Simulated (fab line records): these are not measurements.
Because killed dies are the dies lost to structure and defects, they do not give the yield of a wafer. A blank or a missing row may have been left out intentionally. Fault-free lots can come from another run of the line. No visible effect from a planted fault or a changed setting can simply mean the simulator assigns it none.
fab line records -- flow berkeleyCmos170
[record] lots = 5, wafers = 23
route steps=331 shown M3@322
startH: hours from the record's first day to the start of the lot's first wafer shown -- waitH: how many hours have passed since the lot's step before this one -- " unchanged from the row above -- L1.1+2: a single row standing in for several wafers -- - no value, or no start was given -- * or withheld: withheld -- < > ~ a bound
route shown NAME@n: names a module that has steps shown in the file, with the first one's number in the route -- usual: mean/standard deviation of fault-free wafers -- same: alike in all rows -- chamber/n: place in a boat -- sites: per-site readings -- _std_site: their standard deviation -- _edge_site: mean of outer sites minus mean of inner sites -- radiusMm: how far each site lies from the wafer's centre -- mask NAME#n: copy n -- behind: the last tool/chamber to shape the wafer -- hold: cause of the lot's hold/its duration in hours/its outcome -- device: which transistor (n, p or np) failed to switch -- end of line: the tests these same wafers got at the end of their route -- where a step has no rows: the recipe by itself -- killed: dies lost to structure and defects at the first sort, not the wafer's yield -- map: dies across one wafer; x = killed, . = not, _ = none there
set.NAME: the setting that was run; set.NAME@STEP: the one run at that earlier step -- model.NAME: the simulator's own value behind a step, which no gauge read
lots run with intentionally changed settings; tables by step, rows by wafer
[[steps]]
[step UCB170_M3_PEB_13]
[recipe] pebTempC = 130, pebTimeS = withheld, resist = KrF
lot.wafer,tool,chamber,startH,waitH,set.pebTempC
L074.3+4+5,lithoTrack-04,0,156.16,0.3,130
L075.2+3,lithoTrack-04,0,157.10,0.1,130
L075.4+5+6,lithoTrack-04,0,157.10,0.1,133.5
L076.1+4+5,lithoTrack-04,0,176.88,0.4,130
L076.3+6,lithoTrack-04,0,176.88,0.4,133.2
L081.1+2+6,lithoTrack-01,0,206.13,0.3,127.4
L081.4+5,lithoTrack-01,0,206.13,0.3,130
L083.1+3,lithoTrack-04,0,206.22,0.1,131
L083.2+5+6,lithoTrack-04,0,206.22,0.1,130
[step UCB170_M3_DEVELOP_14]
[recipe] developer = TMAH, developTimeS = 45, resist = KrF, devTempC = 21
[step UCB170_M3_CD_MEAS_15]
[recipe] targetCdNm = 700
[usual] cdNm = 699.7/1.5
lot.wafer,tool,chamber,startH,waitH,set.pebTempC@M3_PEB_13,cdNm
L074.3,cdSem-01,-,156.48,-,130,700.6
L074.4,cdSem-01,-,156.48,-,130,701.5
L074.5,cdSem-01,-,156.48,-,130,701.6
L075.2,cdSem-01,-,157.37,-,130,696.5
L075.3,cdSem-01,-,157.37,-,130,699.3
L075.4,cdSem-01,-,157.37,-,133.5,675.6
L075.5,cdSem-01,-,157.37,-,133.5,677.4
L075.6,cdSem-01,-,157.37,-,133.5,677.1
L076.1,cdSem-01,-,177.16,-,130,701.2
L076.3,cdSem-01,-,177.16,-,133.2,681.3
L076.4,cdSem-01,-,177.16,-,130,700.1
L076.5,cdSem-01,-,177.16,-,130,700.4
L076.6,cdSem-01,-,177.16,-,133.2,681.0
L081.1,cdSem-02,-,206.41,-,127.4,719.0
L081.2,cdSem-02,-,206.41,-,127.4,719.9
L081.4,cdSem-02,-,206.41,-,130,700.0
L081.5,cdSem-02,-,206.41,-,130,700.1
L081.6,cdSem-02,-,206.41,-,127.4,719.2
L083.1,cdSem-02,-,206.53,-,131,694.6
L083.2,cdSem-02,-,206.53,-,130,700.9
L083.3,cdSem-02,-,206.53,-,131,695.4
L083.5,cdSem-02,-,206.53,-,130,700.7
L083.6,cdSem-02,-,206.53,-,130,700.3
[step UCB170_M3_ETCH_17]
[recipe] chemistry = N2/H2, targetDepthA = withheld, overetchA = withheld, target = BARC, timeS = withheld, sourceW = 500, biasW = 100, pressureMtorr = 30, n2FlowSccm = 100, h2FlowSccm = 200
lot.wafer,tool,chamber,startH,waitH,set.pebTempC@M3_PEB_13,model.M3.cdNm
L074.3,rieDiel-01,2,156.60,0.0,130,701.4
L074.4,rieDiel-01,1,156.60,0.0,130,700.8
L074.5,rieDiel-01,3,156.60,0.0,130,700.9
L075.2,rieDiel-02,2,157.51,0.0,130,697.5
L075.3,rieDiel-02,1,157.51,0.0,130,700.2
L075.4,rieDiel-02,0,157.51,0.0,133.5,675.3
L075.5+6,rieDiel-02,"3,0",157.51,0.0,133.5,676.2
L076.1,rieDiel-03,1,177.31,0.0,130,699.9
L076.3,rieDiel-03,0,177.31,0.0,133.2,682.6
L076.4,rieDiel-03,0,177.31,0.0,130,701.2
L076.5,rieDiel-03,1,177.31,0.0,130,698.6
L076.6,rieDiel-03,3,177.31,0.0,133.2,681.7
L081.1+2,rieDiel-03,"0,3",206.57,0.0,127.4,720.2
L081.4,rieDiel-03,0,206.57,0.0,130,701.3
L081.5,rieDiel-03,3,206.57,0.0,130,700.8
L081.6,rieDiel-03,2,206.57,0.0,127.4,718.1
L083.1,rieDiel-01,0,206.69,0.0,131,694.5
L083.2,rieDiel-01,1,206.69,0.0,130,699.8
L083.3,rieDiel-01,3,206.69,0.0,131,695.1
L083.5,rieDiel-01,3,206.69,0.0,130,700
L083.6,rieDiel-01,0,206.69,0.0,130,700.3
[step UCB170_M3_METAL_ETCH_18]
[recipe] chemistry = Cl2/BCl3, target = Al, stopOn = SiO2, pressureMtorr = 12, targetDepthA = 11700, overEtchFrac = 0.3, timeS = 195, icpW = 600, biasW = 120, Cl2_flow_sccm = 90, bcl3FlowSccm = 45
[usual] oesProductAu = 0.861/0.018
lot.wafer,tool,chamber,startH,waitH,set.timeS@M3_SPUTTER_01,oesProductAu
L074.3,rieMetal-04,1,156.70,-,120,0.857
L074.4,rieMetal-04,0,156.70,-,120,0.864
L074.5,rieMetal-04,1,156.70,-,120,0.865
L075.2,rieMetal-03,0,157.55,-,120,0.872
L075.3,rieMetal-03,0,157.55,-,112.2,0.827
L075.4,rieMetal-03,1,157.55,-,120,0.840
L075.5,rieMetal-03,0,157.55,-,112.2,0.834
L075.6,rieMetal-03,1,157.55,-,120,0.837
L076.1,rieMetal-01,0,177.35,-,120,0.883
L076.3,rieMetal-01,0,177.35,-,107.8,0.832
L076.4,rieMetal-01,0,177.35,-,120,0.894
L076.5,rieMetal-01,0,177.35,-,107.8,0.830
L076.6,rieMetal-01,0,177.35,-,120,0.881
L081.1,rieMetal-01,0,206.61,-,104.7,0.823
L081.2,rieMetal-01,1,206.61,-,120,0.863
L081.4,rieMetal-01,0,206.61,-,120,0.866
L081.5,rieMetal-01,1,206.61,-,104.7,0.783
L081.6,rieMetal-01,0,206.61,-,104.7,0.815
L083.1,rieMetal-04,0,206.73,-,105.5,0.805
L083.2,rieMetal-04,1,206.73,-,105.5,0.813
L083.3,rieMetal-04,1,206.73,-,105.5,0.808
L083.5,rieMetal-04,0,206.73,-,120,0.871
L083.6,rieMetal-04,1,206.73,-,120,0.861
[step UCB170_M3_STRIP_19]
[recipe] chemistry = O2, powerW = 400, pressureMtorr = 3500, platenTempC = withheld, o2FlowSccm = 400, overashFraction = 0.5
[step UCB170_M3_CD_MEAS_90]
[recipe] targetCdNm = 700
[usual] cdNm = 700.0/3
lot.wafer,tool,chamber,startH,waitH,set.pebTempC@M3_PEB_13,cdNm
L074.3,cdSem-01,-,156.96,0.1,130,700.7
L074.4,cdSem-01,-,156.96,0.1,130,700.6
L074.5,cdSem-01,-,156.96,0.1,130,698.6
L075.2,cdSem-01,-,158.10,0.3,130,700.1
L075.3,cdSem-01,-,158.10,0.3,130,700.8
L075.4,cdSem-01,-,158.10,0.3,133.5,674.0
L075.5,cdSem-01,-,158.10,0.3,133.5,679.5
L075.6,cdSem-01,-,158.10,0.3,133.5,674.5
L076.1,cdSem-02,-,177.83,0.1,130,700.3
L076.3,cdSem-02,-,177.83,0.1,133.2,684.8
L076.4,cdSem-02,-,177.83,0.1,130,703.4
L076.5,cdSem-02,-,177.83,0.1,130,700.5
L076.6,cdSem-02,-,177.83,0.1,133.2,684.3
L081.1,cdSem-01,-,206.89,0.1,127.4,717.2
L081.2,cdSem-01,-,206.89,0.1,127.4,723.3
L081.4,cdSem-01,-,206.89,0.1,130,699.0
L081.5,cdSem-01,-,206.89,0.1,130,705.1
L081.6,cdSem-01,-,206.89,0.1,127.4,716.1
L083.1,cdSem-02,-,207.01,0.1,131,694.4
L083.2,cdSem-02,-,207.01,0.1,130,700.3
L083.3,cdSem-02,-,207.01,0.1,131,694.7
L083.5,cdSem-02,-,207.01,0.1,130,700.5
L083.6,cdSem-02,-,207.01,0.1,130,701.0
[[key]]
[split] step = UCB170_M3_PEB_13, setting = pebTempC, stated = 130, by = wafer
[response] step = UCB170_M3_CD_MEAS_15, reading = cdNm, change = -8.25, per = 1%, r = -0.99
[response] step = UCB170_M3_ETCH_17, reading = model.M3.cdNm, change = -8.17, per = 1%, r = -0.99
[response] step = UCB170_M3_CD_MEAS_90, reading = cdNm, change = -8.14, per = 1%, r = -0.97
split outsideThisFile step=UCB170_M3_SPUTTER_01 setting=timeS
// split outsideThisFile: this setting was split too, and the file shows its column; the key of that split is in another file
